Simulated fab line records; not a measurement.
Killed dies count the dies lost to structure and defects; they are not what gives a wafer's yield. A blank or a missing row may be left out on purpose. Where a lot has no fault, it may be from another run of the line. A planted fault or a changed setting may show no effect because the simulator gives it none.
fab line records	flow rit-cmos
record: lots: 7	wafers: 21	last-day: 7
route steps=202 shown NLDD@110 PLDD@114 SPACER@126 NSD@131 PSD@142 M1@202
lots with no fault: from the same line, run without faults
start-h: start of the lot's first displayed wafer, in hours after the record's first day	wait-h: hours since the lot's step before	" same as the row above	L1.1+2: several wafers, shown together as one row	- no value present, or no start provided	* or withheld: withheld	< > ~ a bound
route shown NAME@n: NAME is a module with steps in the file, n the number in the route of the first one	usual: mean/standard deviation taken from wafers without a fault	same: alike in all rows	chamber/n: place in a boat	sites: per-site readings	_std_site: the standard deviation of these	_edge_site: the outer-site mean with the inner-site mean subtracted	radius-mm: for every site, how far away it sits from the centre of the wafer	mask NAME#n: copy n	behind: the tool/chamber that last shaped the wafer	hold: reason for holding the lot/hours on hold/outcome of the hold	device: the transistor (n, p or np) that didn't switch	end of line: the same wafers' tests at the end of the route	a step with no rows: only its recipe	killed: the dies lost at the first sort to structure and to defects; this is not the yield of the wafer	map: per-die view of a wafer (x killed, . not killed, _ where there is no die)
set.NAME: the setting that was run; set.NAME@STEP: the one run at that earlier step	model.NAME: the simulator's own value behind a step, which no gauge read
lots at some steps of the route; a table a step, a row a wafer
services: a tool's chamber out of use, with start hour (start-h, from the record's first day; less than 0 if before it), hours out, and reason
== steps ==
step: RIT_NLDD_HARDBAKE_07
recipe: resist: NOVOLAK	temp-c: 140	time-s: 60
step: RIT_NLDD_IMPLANT_08
recipe: species: P	energy-kev: 20	dose-cm2: 4.967e+14	tilt-deg: 7
step: RIT_NLDD_STRIP_09
recipe: chemistry: O2	time-s: 180	resist: NOVOLAK	platen-temp-c: withheld	power-w: 500	pressure-mtorr: 4000	o2-flow-sccm: 4000
usual: drypump-motor-current-A: 5.4/0.33	o2-flow-sccm: 3999/12
lot.wafer	tool	chamber	start-h	wait-h	drypump-motor-current-A	o2-flow-sccm	rf-hours-counter-h
L538.1	plasma-asher-03	1	72.65	0.1	5.7	4014	26
L538.3	"	1	"	"	5.6	3987	-
L538.5	"	1	"	"	5.7	3999	-
L540.1	plasma-asher-03	0	79.23	0.1	5.9	3996	27
L540.2	"	1	"	"	5.7	4001	27
L540.4	"	1	"	"	5.7	3988	-
L541.3	plasma-asher-03	1	88.04	0.1	5.7	3992	-
L541.4	"	0	"	"	5.9	3993	-
L541.5	"	0	"	"	5.9	3998	-
L542.2	plasma-asher-02	1	99.60	0.1	5.3	3998	48
L542.5	"	0	"	"	5.3	3989	-
L542.6	"	1	"	"	5.3	3986	-
L543.1	plasma-asher-02	1	104.76	0.1	5.3	3974	49
L543.2	"	0	"	"	5.3	3994	49
L543.6	"	0	"	"	5.3	3988	-
L553.1	plasma-asher-02	0	147.32	0.1	5.3	4006	55
L553.4	"	1	"	"	5.3	3986	-
L553.6	"	1	"	"	5.3	4010	-
L556.3	plasma-asher-03	1	163.11	0.1	5.7	3997	-
L556.4	"	0	"	"	5.9	3976	-
L556.6	"	1	"	"	5.7	3995	-
step: RIT_NLDD_TW_MEAS_10
usual: NLDD_TW: 2497/15
lot.wafer	tool	chamber	start-h	wait-h	NLDD_TW
L538.1	film-metro-04	-	72.82	0.1	2512
L538.3	"	-	"	"	2507
L538.5	"	-	"	"	2506
L540.1	film-metro-03	-	79.41	0.1	2498
L540.2	"	-	"	"	2502
L540.4	"	-	"	"	2512
L541.3	film-metro-02	-	88.17	0.1	2493
L541.4	"	-	"	"	2487
L541.5	"	-	"	"	2501
L542.2	film-metro-02	-	99.78	0.1	2512
L542.5	"	-	"	"	2499
L542.6	"	-	"	"	2499
L543.1	film-metro-03	-	104.94	0.1	2509
L543.2	"	-	"	"	2488
L543.6	"	-	"	"	2511
L553.1	film-metro-03	-	147.50	0.1	2524
L553.4	"	-	"	"	2512
L553.6	"	-	"	"	2522
L556.3	film-metro-04	-	163.24	0.1	2480
L556.4	"	-	"	"	2473
L556.6	"	-	"	"	2468
step: RIT_PLDD_HMDS_00
recipe: prime-time-s: 60	prime-temp-c: 140
step: RIT_PLDD_COAT_01
recipe: resist: NOVOLAK	spin-rpm: 3250	resist-thk-nm: 1000
step: RIT_PLDD_SOFTBAKE_02
recipe: resist: NOVOLAK	temp-c: 90	time-s: 60
step: RIT_PLDD_EXPOSE_03
recipe: mask-id: M8	na: 0.57	target-cd-nm: 40900	dose-mj: 250
step: RIT_PLDD_PEB_04
recipe: resist: NOVOLAK	temp-c: withheld	time-s: withheld
step: RIT_PLDD_DEVELOP_05
recipe: resist: NOVOLAK	develop-time-s: 50	dev-temp-c: 23
step: RIT_PLDD_OVL_MEAS_06
usual: PLDD_OVL: -0.5/1.2
lot.wafer	tool	chamber	start-h	wait-h	PLDD_OVL[nm]
L538.1	overlay-02	-	73.86	-	-2.1
L538.3	"	-	"	"	-0.4
L538.5	"	-	"	"	-1.4
L540.1	overlay-01	-	80.44	-	-3.3
L540.2	"	-	"	"	-0.7
L540.4	"	-	"	"	1.1
L541.3	overlay-02	-	89.08	-	1.1
L541.4	"	-	"	"	1.5
L541.5	"	-	"	"	-0.2
L542.2	overlay-01	-	100.69	-	2.7
L542.5	"	-	"	"	2.8
L542.6	"	-	"	"	1.4
L543.1	overlay-02	-	105.97	-	-0.8
L543.2	"	-	"	"	-0.9
L543.6	"	-	"	"	-0.6
L553.1	overlay-02	-	148.60	-	-2.2
L553.4	"	-	"	"	-1.2
L553.6	"	-	"	"	0.7
L556.3	overlay-02	-	164.27	-	-1.3
L556.4	"	-	"	"	-2.7
L556.6	"	-	"	"	-0.1
step: RIT_PLDD_HARDBAKE_07
recipe: resist: NOVOLAK	temp-c: 140	time-s: 60
step: RIT_PLDD_IMPLANT_08
recipe: species: BF2	energy-kev: 20	dose-cm2: 9e+14	tilt-deg: 7
usual: beam-on-s: 10.00/0.2	dose-ions-cm2: 9e+14/1.1e+12	end-station-pressure-torr: 7.3e-06/3.8e-07	faraday-current-uA: 2822/55
lot.wafer	tool	chamber	start-h	wait-h	beam-on-s	dose-ions-cm2	end-station-pressure-torr	faraday-current-uA
L538.1	implanter-04	0	74.04	0.1	10.29	9.002e+14	7.7e-06	2724
L538.3	"	0	"	"	9.90	9.005e+14	6.8e-06	2849
L538.5	"	0	"	"	10.16	8.998e+14	7.5e-06	2777
L540.1	implanter-01	0	80.75	0.1	9.99	9.032e+14	7.3e-06	2818
L540.2	"	0	"	"	9.97	8.999e+14	7.6e-06	2819
L540.4	"	0	"	"	9.71	9.011e+14	7.1e-06	2910
L541.3	implanter-04	0	89.30	0.1	9.97	1.4415e+15	8.5e-06	4476
L541.4	"	0	"	"	9.95	1.4399e+15	8.4e-06	4506
L541.5	"	0	"	"	10.14	1.4396e+15	8.7e-06	4435
L542.2	implanter-04	0	100.99	0.1	9.97	1.4394e+15	8.7e-06	4506
L542.5	"	0	"	"	9.94	1.4408e+15	8.6e-06	4518
L542.6	"	0	"	"	9.92	1.4406e+15	8.7e-06	4529
L543.1	implanter-04	0	106.16	0.1	9.81	1.4382e+15	9e-06	4589
L543.2	"	0	"	"	10.01	1.4396e+15	9.8e-06	4519
L543.6	"	0	"	"	9.91	1.4386e+15	8.6e-06	4537
L553.1	implanter-03	0	149.03	0.1	10.00	9.001e+14	7.8e-06	2825
L553.4	"	0	"	"	9.82	8.989e+14	7.3e-06	2879
L553.6	"	0	"	"	9.88	8.994e+14	7.8e-06	2867
L556.3	implanter-01	0	164.50	0.1	10.08	8.996e+14	7.6e-06	2803
L556.4	"	0	"	"	10.10	8.987e+14	6.7e-06	2795
L556.6	"	0	"	"	9.94	8.972e+14	7.3e-06	2822
step: RIT_PLDD_STRIP_09
recipe: chemistry: O2	time-s: 180	resist: NOVOLAK	platen-temp-c: withheld	power-w: 500	pressure-mtorr: 4000	o2-flow-sccm: 4000
usual: drypump-motor-current-A: 5.56/0.26	o2-flow-sccm: 4000/13
lot.wafer	tool	chamber	start-h	wait-h	drypump-motor-current-A	o2-flow-sccm	rf-hours-counter-h
L538.1	plasma-asher-03	1	74.19	0.1	5.66	4001	26
L538.3	"	0	"	"	5.89	4012	-
L538.5	"	0	"	"	5.88	4025	-
L540.1	plasma-asher-03	0	80.90	0.1	5.88	3989	27
L540.2	"	1	"	"	5.65	3994	27
L540.4	"	0	"	"	5.87	3993	-
L541.3	plasma-asher-02	0	89.46	0.1	5.31	3995	-
L541.4	"	1	"	"	5.36	3999	-
L541.5	"	1	"	"	5.34	4011	-
L542.2	plasma-asher-04	0	101.12	0.1	5.89	3997	45
L542.5	"	1	"	"	5.27	3984	-
L542.6	"	0	"	"	5.88	4013	-
L543.1	plasma-asher-04	0	106.31	0.1	5.92	3993	45
L543.2	"	1	"	"	5.27	4003	45
L543.6	"	1	"	"	5.27	3985	-
L553.1	plasma-asher-04	1	149.18	0.1	5.27	4000	3
L553.4	"	1	"	"	5.29	3996	-
L553.6	"	0	"	"	5.90	4007	-
L556.3	plasma-asher-03	1	164.65	0.1	5.70	4001	-
L556.4	"	0	"	"	5.94	3983	-
L556.6	"	1	"	"	5.67	4010	-
step: RIT_PLDD_TW_MEAS_10
usual: PLDD_TW: 2361/15
lot.wafer	tool	chamber	start-h	wait-h	hold	PLDD_TW
L538.1	film-metro-03	-	74.37	0.1	-	2343
L538.3	"	-	"	"	-	2361
L538.5	"	-	"	"	-	2369
L540.1	film-metro-04	-	81.08	0.1	-	2358
L540.2	"	-	"	"	-	2358
L540.4	"	-	"	"	-	2357
L541.3	film-metro-02	-	89.59	0.1	await-dispo/0.2h/release	2650
L541.4	"	-	"	"	await-dispo/0.2h/release	2631
L541.5	"	-	"	"	await-dispo/0.2h/release	2633
L541.3	film-metro-02	-	89.82	0.2	-	2628
L541.4	"	-	"	"	-	2644
L541.5	"	-	"	"	-	2649
L542.2	film-metro-02	-	101.30	0.1	await-dispo/0.2h/release	2637
L542.5	"	-	"	"	await-dispo/0.2h/release	2634
L542.6	"	-	"	"	await-dispo/0.2h/release	2634
L542.2	film-metro-02	-	101.53	0.2	-	2630
L542.5	"	-	"	"	-	2633
L542.6	"	-	"	"	-	2639
L543.1	film-metro-02	-	106.48	0.1	await-dispo/0.2h/release	2620
L543.2	"	-	"	"	await-dispo/0.2h/release	2648
L543.6	"	-	"	"	await-dispo/0.2h/release	2625
L543.1	film-metro-02	-	106.71	0.2	-	2640
L543.2	"	-	"	"	-	2642
L543.6	"	-	"	"	-	2641
L553.1	film-metro-03	-	149.36	0.1	-	2377
L553.4	"	-	"	"	-	2382
L553.6	"	-	"	"	-	2382
L556.3	film-metro-02	-	164.79	0.1	-	2363
L556.4	"	-	"	"	-	2368
L556.6	"	-	"	"	-	2366
step: RIT_SPACER_CLEAN_01
recipe: chemistry: dHF	dilution: 50:1	time-s: 30
step: RIT_SPACER_CLEAN_02
recipe: chemistry: SC2	mix: 3:3:50	time-s: 600	temp-c: 75	dry: n2-spin
step: RIT_SPACER_CVD_03
recipe: material: Si3N4	target-thk-nm: 250	temp-c: 810	precursor: SiH2Cl2/NH3	time-s: 3300	pressure-mtorr: 300	sih2cl2-flow-sccm: 57.16	nh3-flow-sccm: 150
step: RIT_SPACER_THK_MEAS_04
recipe: reads: Si3N4_of_SPACER_CVD_03
usual: SPACER_NITRIDE_THK: 245.8/2.7
lot.wafer	tool	chamber	start-h	wait-h	SPACER_NITRIDE_THK[nm]
L538.1	film-metro-01	-	76.73	0.0	248.8
L538.3	"	-	"	"	248.3
L538.5	"	-	"	"	249.0
L540.1	film-metro-03	-	83.44	0.0	245.4
L540.2	"	-	"	"	249.0
L540.4	"	-	"	"	246.0
L541.3	film-metro-01	-	94.03	0.0	246.1
L541.4	"	-	"	"	245.7
L541.5	"	-	"	"	243.5
L542.2	film-metro-01	-	106.81	0.0	243.5
L542.5	"	-	"	"	244.9
L542.6	"	-	"	"	245.0
L543.1	film-metro-02	-	115.13	0.0	248.6
L543.2	"	-	"	"	250.8
L543.6	"	-	"	"	248.9
L553.1	film-metro-01	-	151.70	0.0	246.3
L553.4	"	-	"	"	247.4
L553.6	"	-	"	"	248.6
L556.3	film-metro-03	-	167.15	0.0	246.2
L556.4	"	-	"	"	244.7
L556.6	"	-	"	"	247.4
step: RIT_SPACER_ETCHBACK_05
recipe: target-depth-a: 2500	SF6_flow_sccm: 30	CHF3_flow_sccm: 30	target: Si3N4	chemistry: SF6/CHF3	pressure-mtorr: 40	rf-w: 250	time-s: 240	stop-on: SiO2
usual: CHF3_flow_sccm: 30.00/0.089	drypump-motor-current-A: 5.7/0.45	oes-product-au: 0.833/0.016	rf-fwd-power-W: 249.4/0.77	throttle-valve-pct: 10.29/0.15
lot.wafer	tool	chamber	start-h	wait-h	CHF3_flow_sccm	drypump-motor-current-A	oes-product-au	rf-fwd-power-W	rf-hours-counter-h	throttle-valve-pct
L538.1	rie-diel-02	0	76.79	0.1	29.99	5.8	0.841	249.3	38	10.17
L538.3	"	3	"	"	29.79	6.0	0.851	249.6	31	10.55
L538.5	"	1	"	"	30.01	5.2	0.850	251.0	-	10.22
L540.1	rie-diel-02	3	83.50	0.1	30.13	5.9	0.833	250.5	31	10.54
L540.2	"	0	"	"	29.97	5.8	0.825	250.5	38	10.16
L540.4	"	2	"	"	30.22	5.3	0.864	249.0	65	10.10
L541.3	rie-diel-02	1	94.07	0.0	30.03	5.2	0.851	250.3	70	10.22
L541.4	"	3	"	"	29.97	6.0	0.839	249.0	31	10.55
L541.5	"	2	"	"	29.94	5.3	0.843	249.2	-	10.10
L542.2	rie-diel-02	1	106.86	0.0	30.06	5.2	0.845	249.9	71	10.21
L542.5	"	3	"	"	29.94	6.0	0.840	248.3	-	10.54
L542.6	"	0	"	"	30.09	5.8	0.828	249.9	-	10.16
L543.1	rie-diel-03	1	115.19	0.1	30.06	6.2	0.824	248.1	84	10.48
L543.2	"	2	"	"	30.05	5.8	0.855	250.3	105	10.36
L543.6	"	3	"	"	29.91	5.6	0.849	249.8	-	10.34
L553.1	rie-diel-03	1	151.76	0.1	30.02	6.2	0.826	249.8	85	10.48
L553.4	"	2	"	"	30.11	5.8	0.840	248.8	106	10.35
L553.6	"	1	"	"	30.30	6.2	0.827	249.7	-	10.48
L556.3	rie-diel-03	2	167.19	0.0	29.83	5.8	0.842	249.0	106	10.35
L556.4	"	3	"	"	29.97	5.6	0.842	249.4	2	10.33
L556.6	"	1	"	"	29.99	6.2	0.821	248.3	-	10.47
step: RIT_NSD_HMDS_00
recipe: prime-time-s: 60	prime-temp-c: 140
step: RIT_NSD_COAT_01
recipe: resist: NOVOLAK	spin-rpm: 3250	resist-thk-nm: 1000
step: RIT_NSD_SOFTBAKE_02
recipe: resist: NOVOLAK	temp-c: 90	time-s: 60
step: RIT_NSD_EXPOSE_03
recipe: mask-id: M9	na: 0.57	target-cd-nm: 40700	dose-mj: 250
step: RIT_NSD_PEB_04
recipe: resist: NOVOLAK	temp-c: withheld	time-s: withheld
step: RIT_NSD_DEVELOP_05
recipe: resist: NOVOLAK	develop-time-s: 50	dev-temp-c: 23
step: RIT_NSD_OVL_MEAS_06
usual: NSD_OVL: 0.8/1.5
lot.wafer	tool	chamber	start-h	wait-h	NSD_OVL[nm]
L538.1	overlay-02	-	77.91	-	3.7
L538.3	"	-	"	"	3.0
L538.5	"	-	"	"	0.9
L540.1	overlay-01	-	84.62	-	1.7
L540.2	"	-	"	"	2.0
L540.4	"	-	"	"	-0.3
L541.3	overlay-01	-	95.14	-	-1.2
L541.4	"	-	"	"	-1.5
L541.5	"	-	"	"	-0.1
L542.2	overlay-01	-	108.27	-	0.7
L542.5	"	-	"	"	-0.2
L542.6	"	-	"	"	-1.4
L543.1	overlay-02	-	116.27	-	0.7
L543.2	"	-	"	"	0.4
L543.6	"	-	"	"	-1.8
L553.1	overlay-02	-	152.97	-	-0.8
L553.4	"	-	"	"	-0.1
L553.6	"	-	"	"	-0.6
L556.3	overlay-01	-	168.39	-	3.2
L556.4	"	-	"	"	3.1
L556.6	"	-	"	"	2.1
step: RIT_NSD_HARDBAKE_07
recipe: resist: NOVOLAK	temp-c: 140	time-s: 60
step: RIT_NSD_IMPLANT_08
recipe: species: P	energy-kev: 25.33	dose-cm2: 1e+15	tilt-deg: 7
step: RIT_NSD_STRIP_09
recipe: chemistry: O2	time-s: 180	resist: NOVOLAK	platen-temp-c: withheld	power-w: 500	pressure-mtorr: 4000	o2-flow-sccm: 4000
usual: drypump-motor-current-A: 5.3/0.42	o2-flow-sccm: 4001/12
lot.wafer	tool	chamber	start-h	wait-h	drypump-motor-current-A	o2-flow-sccm	rf-hours-counter-h
L538.1	plasma-asher-01	0	78.25	0.1	5.0	3974	42
L538.3	"	1	"	"	4.9	3986	-
L538.5	"	0	"	"	5.0	3985	-
L540.1	plasma-asher-01	0	85.04	0.1	5.0	3979	43
L540.2	"	1	"	"	4.8	4005	43
L540.4	"	1	"	"	4.9	4009	-
L541.3	plasma-asher-03	1	95.52	0.1	5.7	3997	-
L541.4	"	0	"	"	5.9	3989	-
L541.5	"	0	"	"	5.9	4003	-
L542.2	plasma-asher-04	1	114.83	6.2	5.3	4009	45
L542.5	"	0	"	"	5.9	3993	-
L542.6	"	1	"	"	5.3	3991	-
L543.1	plasma-asher-03	1	116.61	0.1	5.7	3983	30
L543.2	"	0	"	"	5.9	4043	30
L543.6	"	1	"	"	5.7	3987	-
L553.1	plasma-asher-01	1	153.31	0.1	4.9	3999	51
L553.4	"	1	"	"	4.9	4010	-
L553.6	"	1	"	"	4.9	3981	-
L556.3	plasma-asher-04	0	168.77	0.1	5.9	3993	-
L556.4	"	1	"	"	5.3	3997	-
L556.6	"	0	"	"	5.9	4006	-
step: RIT_NSD_TW_MEAS_10
usual: NSD_TW: 3144/22
lot.wafer	tool	chamber	start-h	wait-h	NSD_TW
L538.1	film-metro-02	-	78.42	0.1	3167
L538.3	"	-	"	"	3164
L538.5	"	-	"	"	3159
L540.1	film-metro-03	-	85.21	0.1	3156
L540.2	"	-	"	"	3145
L540.4	"	-	"	"	3138
L541.3	film-metro-03	-	95.65	0.1	3141
L541.4	"	-	"	"	3137
L541.5	"	-	"	"	3162
L542.2	film-metro-03	-	115.01	0.1	3137
L542.5	"	-	"	"	3135
L542.6	"	-	"	"	3149
L543.1	film-metro-04	-	116.78	0.1	3110
L543.2	"	-	"	"	3136
L543.6	"	-	"	"	3109
L553.1	film-metro-04	-	153.48	0.1	3126
L553.4	"	-	"	"	3134
L553.6	"	-	"	"	3118
L556.3	film-metro-03	-	168.91	0.1	3162
L556.4	"	-	"	"	3151
L556.6	"	-	"	"	3124
step: RIT_PSD_HMDS_00
recipe: prime-time-s: 60	prime-temp-c: 140
step: RIT_PSD_COAT_01
recipe: resist: NOVOLAK	spin-rpm: 3250	resist-thk-nm: 1000
step: RIT_PSD_SOFTBAKE_02
recipe: resist: NOVOLAK	temp-c: 90	time-s: 60
step: RIT_PSD_EXPOSE_03
recipe: mask-id: M10	na: 0.57	target-cd-nm: 40900	dose-mj: 250
step: RIT_PSD_PEB_04
recipe: resist: NOVOLAK	temp-c: withheld	time-s: withheld
step: RIT_PSD_DEVELOP_05
recipe: resist: NOVOLAK	develop-time-s: 50	dev-temp-c: 23
step: RIT_PSD_OVL_MEAS_06
usual: PSD_OVL: 0.6/1.2
lot.wafer	tool	chamber	start-h	wait-h	PSD_OVL[nm]
L538.1	overlay-01	-	79.46	-	1.5
L538.3	"	-	"	"	0.4
L538.5	"	-	"	"	2.1
L540.1	overlay-02	-	86.25	-	1.6
L540.2	"	-	"	"	1.6
L540.4	"	-	"	"	1.3
L541.3	overlay-01	-	96.72	-	1.7
L541.4	"	-	"	"	-1.0
L541.5	"	-	"	"	0.9
L542.2	overlay-01	-	115.92	-	-0.7
L542.5	"	-	"	"	1.6
L542.6	"	-	"	"	2.5
L543.1	overlay-01	-	117.74	-	0.2
L543.2	"	-	"	"	1.1
L543.6	"	-	"	"	0.3
L553.1	overlay-01	-	154.52	-	0.3
L553.4	"	-	"	"	1.6
L553.6	"	-	"	"	0.2
L556.3	overlay-02	-	169.81	-	0.8
L556.4	"	-	"	"	1.3
L556.6	"	-	"	"	-1.4
step: RIT_PSD_HARDBAKE_07
recipe: resist: NOVOLAK	temp-c: 140	time-s: 60
step: RIT_PSD_IMPLANT_08
recipe: species: BF2	energy-kev: 27	dose-cm2: 5e+15	tilt-deg: 7
step: RIT_PSD_STRIP_09
recipe: chemistry: O2	time-s: 180	resist: NOVOLAK	platen-temp-c: withheld	power-w: 500	pressure-mtorr: 4000	o2-flow-sccm: 4000
usual: drypump-motor-current-A: 5.4/0.34	o2-flow-sccm: 4000/12
lot.wafer	tool	chamber	start-h	wait-h	drypump-motor-current-A	o2-flow-sccm	rf-hours-counter-h
L538.1	plasma-asher-04	0	79.79	0.1	5.9	4015	43
L538.3	"	1	"	"	5.3	3998	-
L538.5	"	1	"	"	5.3	3987	-
L540.1	plasma-asher-04	0	86.59	0.1	6.0	4000	44
L540.2	"	1	"	"	5.3	3970	44
L540.4	"	0	"	"	6.0	3988	-
L541.3	plasma-asher-04	1	97.10	0.1	5.3	3995	-
L541.4	"	0	"	"	5.9	3997	-
L541.5	"	1	"	"	5.3	3986	-
L543.1	plasma-asher-02	1	118.19	0.1	5.3	3998	50
L543.2	"	0	"	"	5.3	4018	50
L543.6	"	0	"	"	5.3	4004	-
L553.1	plasma-asher-01	0	154.94	0.1	5.0	4005	51
L553.4	"	1	"	"	4.9	4008	-
L553.6	"	1	"	"	4.9	3991	-
L556.3	plasma-asher-04	0	170.19	0.1	5.9	3986	-
L556.4	"	1	"	"	5.3	4004	-
L556.6	"	0	"	"	5.9	4003	-
step: RIT_SDANNEAL_RS_MEAS_06
recipe: thk-meas-gauge: four-point-probe
usual: PLDD_RS: 178.8/0.47
lot.wafer	tool	chamber	start-h	wait-h	hold	PLDD_RS[ohm/sq]
L538.1	film-metro-02	-	80.71	0.1	-	178.2
L538.3	"	-	"	"	-	179.2
L538.5	"	-	"	"	-	179.0
L540.1	film-metro-03	-	87.52	0.1	-	178.6
L540.2	"	-	"	"	-	178.7
L540.4	"	-	"	"	-	178.5
L541.3	film-metro-04	-	98.31	0.2	await-dispo/0.2h/release	157.3
L541.4	"	-	"	"	await-dispo/0.2h/release	157.1
L541.5	"	-	"	"	await-dispo/0.2h/release	157.6
L541.3	film-metro-04	-	98.60	0.3	-	157.6
L541.4	"	-	"	"	-	157.1
L541.5	"	-	"	"	-	157.3
L543.1	film-metro-04	-	119.26	0.1	await-dispo/0.2h/release	157.5
L543.2	"	-	"	"	await-dispo/0.2h/release	157.6
L543.6	"	-	"	"	await-dispo/0.2h/release	157.2
L543.1	film-metro-04	-	119.54	0.3	-	157.4
L543.2	"	-	"	"	-	157.1
L543.6	"	-	"	"	-	157.3
L553.1	film-metro-03	-	156.02	0.1	-	178.2
L553.4	"	-	"	"	-	177.9
L553.6	"	-	"	"	-	178.5
L556.3	film-metro-02	-	171.11	0.1	-	179.0
L556.4	"	-	"	"	-	178.8
L556.6	"	-	"	"	-	179.4
step: RIT_M1_PROBE_99
usual: defect-limited-yield: 97.3/1.2	killed-at-front-end: 7/3.2	killed-dies: 7/3.2	killed-open: 3.5/2.2	killed-short: 3.6/2.1	sort_bin_3_pad_short: 0.1/0.22	sort_bin_5_function: 1.5/0.87	sort_bin_6_memory: 1.1/0.65	sort-n-pass: 257/3.2	sort-yield-pct: 97.3/1.2
same: gross-dies: 264	killed_at_M0_to_M3: 0	killed_at_M4_up: 0	killed-at-back-side: 0	killed-at-contacts: 0	killed-at-other: 0
lot.wafer	tool	chamber	start-h	wait-h	defect-limited-yield[%]	killed-at-front-end	killed-dies	killed-open	killed-short	sort_bin_3_pad_short[%]	sort_bin_5_function[%]	sort_bin_6_memory[%]	sort-n-pass	sort-yield-pct[%]
L538.1	prober-01	-	88.10	0.1	98.5	4	4	2	2	0	0.8	0.8	260	98.5
L538.3	prober-01	-	88.20	0.2	98.9	3	3	1	2	0.4	0.4	0.4	261	98.9
L538.5	prober-01	-	88.30	0.2	97.7	6	6	2	4	0.4	0.8	1.1	258	97.7
L540.1	prober-01	-	94.87	0.1	97.0	8	8	2	6	0.4	1.5	1.1	256	97.0
L540.2	prober-01	-	94.92	0.1	98.1	5	5	3	2	0	0.8	1.1	259	98.1
L540.4	prober-01	-	95.02	0.2	97.3	7	7	3	4	0	1.9	0.8	257	97.3
L553.1	prober-01	-	163.27	0.1	95.8	11	11	7	4	0	2.7	1.5	253	95.8
L553.4	prober-01	-	163.42	0.2	98.1	5	5	0	5	0	0.8	1.1	259	98.1
L553.6	prober-01	-	163.52	0.2	97.3	7	7	4	3	0.4	1.5	0.8	257	97.3
L556.3	prober-01	-	178.46	0.2	98.5	4	4	0	4	0.4	0.4	0.8	260	98.5
L556.4	prober-01	-	178.51	0.2	98.1	5	5	3	2	0	1.1	0.8	259	98.1
L556.6	prober-01	-	178.61	0.2	95.8	11	11	2	9	0.4	2.3	1.5	253	95.8
killed by level:class
L538.1 FOX2:geometric-particle:open=1 GATE:geometric-particle:open=1 GATE:geometric-particle:short=1 REOX:geometric-particle:short=1
L538.3 FOX2:geometric-particle:short=2 SILICIDE:geometric-particle:open=1
L538.5 SPACER:geometric-particle:short=2 SILICIDE:geometric-particle:short=2 FOX1:geometric-particle:open=1 SILICIDE:geometric-particle:open=1
L540.1 SPACER:geometric-particle:short=4 REOX:geometric-particle:short=1 SPACER:geometric-particle:open=1 SILICIDE:geometric-particle:open=1 SILICIDE:geometric-particle:short=1
L540.2 FOX1:geometric-particle:open=1 FOX2:geometric-particle:short=1 REOX:geometric-particle:open=1 SILICIDE:geometric-particle:short=1 SILICIDE:geometric-particle:open=1
L540.4 SPACER:geometric-particle:short=2 REOX:geometric-particle:short=1 REOX:geometric-particle:open=1 SPACER:geometric-particle:open=1 SILICIDE:geometric-particle:open=1 SILICIDE:geometric-particle:short=1
L553.1 GATE:geometric-particle:open=4 GATE:geometric-particle:short=2 FOX1:geometric-particle:short=1 REOX:geometric-particle:open=1 REOX:geometric-particle:short=1 SPACER:geometric-particle:open=1 SILICIDE:geometric-particle:open=1
L553.4 FOX1:geometric-particle:short=2 FOX2:geometric-particle:short=2 GATE:geometric-particle:short=1
L553.6 GATE:geometric-particle:open=2 REOX:geometric-particle:short=2 FOX1:geometric-particle:open=1 REOX:geometric-particle:open=1 SPACER:geometric-particle:short=1
L556.3 FOX1:geometric-particle:short=2 GATE:geometric-particle:short=2
L556.4 FOX1:geometric-particle:open=3 FOX1:geometric-particle:short=1 GATE:geometric-particle:short=1
L556.6 SPACER:geometric-particle:short=3 FOX1:geometric-particle:short=2 GATE:geometric-particle:open=2 SILICIDE:geometric-particle:short=2 FOX2:geometric-particle:short=1 GATE:geometric-particle:short=1
== services ==
tool	chamber	start-h	hours	kind
implanter-03	-	50.85	3.1	repair
plasma-asher-04	-	51.11	3.1	repair
implanter-03	-	51.98	1.2	repair
implanter-01	-	66.67	3.3	pm
implanter-03	-	67.06	5.6	pm
plasma-asher-03	-	69.14	3.4	repair
implanter-04	-	69.98	3.8	pm
plasma-asher-04	-	77.09	1.1	repair
implanter-01	-	92.11	1.5	repair
implanter-01	-	98.33	10.6	repair
rie-diel-03	2	99.34	4.8	repair
rie-diel-03	-	105.01	0.9	repair
implanter-03	-	106.03	3.0	repair
plasma-asher-04	0	117.75	-	clean
plasma-asher-04	1	117.75	-	clean
rie-diel-02	3	121.40	9.6	repair
plasma-asher-03	-	121.61	15.6	pm
rie-diel-03	3	124.09	15.3	repair
implanter-01	-	124.51	4.6	pm
implanter-03	-	128.25	2.3	repair
plasma-asher-04	-	131.12	4.3	pm
plasma-asher-03	-	146.76	0.7	repair
implanter-04	-	154.48	1.6	repair
plasma-asher-01	-	160.90	2.8	pm
== key ==
first-sign: step: RIT_PLDD_IMPLANT_08	reading: dose-ions-cm2	direction: up	sigmas: 99+	usual: 9e+14	struck: 1.4398e+15
effect: step: RIT_PLDD_IMPLANT_08	reading: faraday-current-uA	direction: up	sigmas: 31	usual: 2822	struck: 4513
effect: step: RIT_PLDD_TW_MEAS_10	reading: visit	direction: added
effect: step: RIT_PLDD_TW_MEAS_10	reading: PLDD_TW	direction: up	sigmas: 18	usual: 2361	struck: 2635
effect: step: RIT_SDANNEAL_RS_MEAS_06	reading: PLDD_RS	direction: down	sigmas: 45	usual: 178.8	struck: 157.4
met-at RIT_PLDD_IMPLANT_08
struck-wafers L541.3,L541.4,L541.5,L542.2,L542.5,L542.6,L543.1,L543.2,L543.6
scrapped-behind RIT_SDANNEAL_RS_MEAS_06 L541.3,L541.4,L541.5,L543.1,L543.2,L543.6
rows-end L542.2,L542.5,L542.6
onset-between 74.04 89.30
fault: kind: process-parameter-drift	tool: implanter-04	chamber: -	onset-h: 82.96	steps: RIT_PLDD_IMPLANT_08	channel: dose-cm2	offset: 5.4e+14	shape: step	end-h: 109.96	acts-in: these-recipes-only	stated: 9e+14
rows-end: these wafers met a further fault down the route, and their rows from its step on are left out
